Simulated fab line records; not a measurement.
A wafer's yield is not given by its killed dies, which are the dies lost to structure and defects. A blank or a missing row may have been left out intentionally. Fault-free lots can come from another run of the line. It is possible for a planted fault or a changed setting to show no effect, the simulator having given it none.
2 desks, one fault | flow berkeley_cmos170 | each desk holds nothing but its own numbers, with what lay behind them at the end

== THE TOOL OWNER'S DESK: wet_bench-04 ==
The tool's own readings at UCB170_FIELD_WET_ETCH_05 (etches Si3N4 in H3PO4, time 12600 s): means of the sampled wafers that have a number, for each lot that ran on this tool. The brackets show how far a lot's mean lies from the usual mean; more than 4 standard deviations puts the lot out of limits, marked OUT.
Columns: A = bath_guard_temp_C at UCB170_FIELD_WET_ETCH_05, usual 159.8 C; B = bath_heat_duty_pct at UCB170_FIELD_WET_ETCH_05, usual 27.3 %
lot  | first seen here | A     | B
L979 | day 4 08:52     | 160.1 | 31.2
L982 | day 5 05:39     | 160.0 | 30.2
L983 | day 5 12:34     | 160.1 | 30.5
L988 | day 6 08:07     | 160.5 | 24.2
L989 | day 7 02:19     | 160.6 | 24.0
L992 | day 7 08:31     | 159.5 | 29.8
L100 | day 8 18:23     | 159.4 | 29.1
L997 | day 8 18:23     | 159.4 | 30.3
L998 | day 8 18:23     | 159.7 | 25.5
L101 | day 9 12:40     | 159.6 | 30.5
L102 | day 9 12:40     | 159.9 | 26.3
This desk found nothing out of limits on any of the 11 lots.

== FROM THE METROLOGY DESK ==
Means of the sampled wafers that have a number, per lot and without regard to the tool the lot ran on: this is what the gauges read. The brackets show how far a lot's mean lies from the usual mean; more than 4 standard deviations puts the lot out of limits, marked OUT.
Columns: A = NLDD_OVL at UCB170_NLDD_OVL_MEAS_07, usual -1 nm; B = V1_POLISHED_THK at UCB170_V1_THK_MEAS_04, usual 1000.2 nm
lot  | first seen here | A  | B
L979 | day 5 21:29     | -0 | 1000.8
L982 | day 6 18:44     | 6  | 1000.5
L983 | day 6 23:05     | 5  | 1000.9
L985 | day 7 09:33     | -5 | 998.8
L988 | day 7 21:17     | 2  | 999.7
L989 | day 8 17:58     | 4  | 999.7
L992 | day 9 00:40     | -5 | 1001.0
L997 | day 10 11:30    | -3 | 1001.1
L998 | day 10 11:56    | 2  | 1000.3
L100 | day 10 12:12    | -4 | 1000.0
L102 | day 11 02:11    | -1 | 999.9
L101 | day 11 02:14    | 3  | 1000.2
This desk found nothing out of limits on any of the 12 lots.

== ALL TOGETHER ==
The desk of the tool owner found nothing out of limits.
From the metrology desk's view, nothing was out of limits.

== WHAT THE SIMULATOR HAD PUT IN ==
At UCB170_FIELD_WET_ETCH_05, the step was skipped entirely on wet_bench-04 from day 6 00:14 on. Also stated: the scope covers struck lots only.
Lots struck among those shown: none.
